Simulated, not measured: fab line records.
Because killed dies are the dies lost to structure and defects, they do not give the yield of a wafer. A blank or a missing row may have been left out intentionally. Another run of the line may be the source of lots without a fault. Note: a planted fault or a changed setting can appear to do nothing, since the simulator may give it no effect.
Split-lot study / flow rit_cmos / 23 wafers read across 5 lots, on a route 202 steps long

== THE SPLIT ==
At RIT_GATE_CVD_08 (deposits poly-Si from SiH4, target thk 250 nm, time 2220 s), the setting pressure_mtorr was moved away from the recipe's 300 mTorr on 15 of the 23 wafers read, by -13.9% to +8.5%. All remaining wafers had this setting at the recipe value.

No step appears in the file between the split and the reading.

== THE READING ==
GATE_POLY_THK (nm), taken at RIT_GATE_THK_MEAS_09. Typical for fault-free wafers on this fab line: 249.5 nm, with standard deviation 1.9 nm.

wafer=L077.2; tool, chamber at the split=lpcvd-01, 1; pressure_mtorr as run, mTorr=300; against the recipe=recipe; GATE_POLY_THK, nm=251.1; against lot-mates on the recipe=-
wafer=L077.3; tool, chamber at the split=lpcvd-01, 1; pressure_mtorr as run, mTorr=300; against the recipe=recipe; GATE_POLY_THK, nm=251.4; against lot-mates on the recipe=-
wafer=L077.5; tool, chamber at the split=lpcvd-01, 1; pressure_mtorr as run, mTorr=300; against the recipe=recipe; GATE_POLY_THK, nm=252.1; against lot-mates on the recipe=-
wafer=L078.1; tool, chamber at the split=-, -; pressure_mtorr as run, mTorr=325.6; against the recipe=+8.5%; GATE_POLY_THK, nm=265.2; against lot-mates on the recipe=no lot-mate on the recipe
wafer=L078.3; tool, chamber at the split=-, -; pressure_mtorr as run, mTorr=325.6; against the recipe=+8.5%; GATE_POLY_THK, nm=262.1; against lot-mates on the recipe=no lot-mate on the recipe
wafer=L078.4; tool, chamber at the split=-, -; pressure_mtorr as run, mTorr=325.6; against the recipe=+8.5%; GATE_POLY_THK, nm=262.7; against lot-mates on the recipe=no lot-mate on the recipe
wafer=L078.5; tool, chamber at the split=-, -; pressure_mtorr as run, mTorr=325.6; against the recipe=+8.5%; GATE_POLY_THK, nm=264.2; against lot-mates on the recipe=no lot-mate on the recipe
wafer=L078.6; tool, chamber at the split=-, -; pressure_mtorr as run, mTorr=325.6; against the recipe=+8.5%; GATE_POLY_THK, nm=262.4; against lot-mates on the recipe=no lot-mate on the recipe
wafer=L082.1; tool, chamber at the split=-, -; pressure_mtorr as run, mTorr=300; against the recipe=recipe; GATE_POLY_THK, nm=249.1; against lot-mates on the recipe=-
wafer=L082.2; tool, chamber at the split=-, -; pressure_mtorr as run, mTorr=300; against the recipe=recipe; GATE_POLY_THK, nm=248.0; against lot-mates on the recipe=-
wafer=L082.3; tool, chamber at the split=-, -; pressure_mtorr as run, mTorr=300; against the recipe=recipe; GATE_POLY_THK, nm=245.8; against lot-mates on the recipe=-
wafer=L082.4; tool, chamber at the split=-, -; pressure_mtorr as run, mTorr=300; against the recipe=recipe; GATE_POLY_THK, nm=248.3; against lot-mates on the recipe=-
wafer=L082.6; tool, chamber at the split=-, -; pressure_mtorr as run, mTorr=300; against the recipe=recipe; GATE_POLY_THK, nm=248.3; against lot-mates on the recipe=-
wafer=L083.2; tool, chamber at the split=-, -; pressure_mtorr as run, mTorr=258.2; against the recipe=-13.9%; GATE_POLY_THK, nm=229.4; against lot-mates on the recipe=no lot-mate on the recipe
wafer=L083.3; tool, chamber at the split=-, -; pressure_mtorr as run, mTorr=258.2; against the recipe=-13.9%; GATE_POLY_THK, nm=228.9; against lot-mates on the recipe=no lot-mate on the recipe
wafer=L083.4; tool, chamber at the split=-, -; pressure_mtorr as run, mTorr=258.2; against the recipe=-13.9%; GATE_POLY_THK, nm=231.4; against lot-mates on the recipe=no lot-mate on the recipe
wafer=L083.5; tool, chamber at the split=-, -; pressure_mtorr as run, mTorr=258.2; against the recipe=-13.9%; GATE_POLY_THK, nm=229.8; against lot-mates on the recipe=no lot-mate on the recipe
wafer=L083.6; tool, chamber at the split=-, -; pressure_mtorr as run, mTorr=258.2; against the recipe=-13.9%; GATE_POLY_THK, nm=230.4; against lot-mates on the recipe=no lot-mate on the recipe
wafer=L085.1; tool, chamber at the split=-, -; pressure_mtorr as run, mTorr=271.6; against the recipe=-9.5%; GATE_POLY_THK, nm=235.8; against lot-mates on the recipe=no lot-mate on the recipe
wafer=L085.2; tool, chamber at the split=-, -; pressure_mtorr as run, mTorr=271.6; against the recipe=-9.5%; GATE_POLY_THK, nm=237.4; against lot-mates on the recipe=no lot-mate on the recipe
wafer=L085.4; tool, chamber at the split=-, -; pressure_mtorr as run, mTorr=271.6; against the recipe=-9.5%; GATE_POLY_THK, nm=236.8; against lot-mates on the recipe=no lot-mate on the recipe
wafer=L085.5; tool, chamber at the split=-, -; pressure_mtorr as run, mTorr=271.6; against the recipe=-9.5%; GATE_POLY_THK, nm=235.7; against lot-mates on the recipe=no lot-mate on the recipe
wafer=L085.6; tool, chamber at the split=-, -; pressure_mtorr as run, mTorr=271.6; against the recipe=-9.5%; GATE_POLY_THK, nm=234.7; against lot-mates on the recipe=no lot-mate on the recipe

THE FIT
A straight line over all 23 wafers: GATE_POLY_THK changes by +1.47 nm for each +1% of pressure_mtorr; r = +0.99; the points scatter about the line by 1.6 nm.
Too few moved wafers with a lot-mate on the recipe to fit a line net of each lot's own level.

== THE WHOLE CHAIN: every reading that the file lists as answering this split, in the file's order ==
step=RIT_GATE_CVD_08; what it does=deposits poly-Si from SiH4, target thk 250 nm, time 2220 s; reading=poly-Si_of_GATE_CVD_08.thk_nm (the simulator's own value, which no gauge read); change (the file's fit)=+1.47 nm for each +1% of the setting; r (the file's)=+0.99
step=RIT_GATE_THK_MEAS_09; what it does=; reading=GATE_POLY_THK; change (the file's fit)=+1.47 for each +1% of the setting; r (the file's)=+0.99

== THE FILE'S OWN FIT ==
GATE_POLY_THK changes by +1.47 nm for each +1% of pressure_mtorr, r = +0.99.
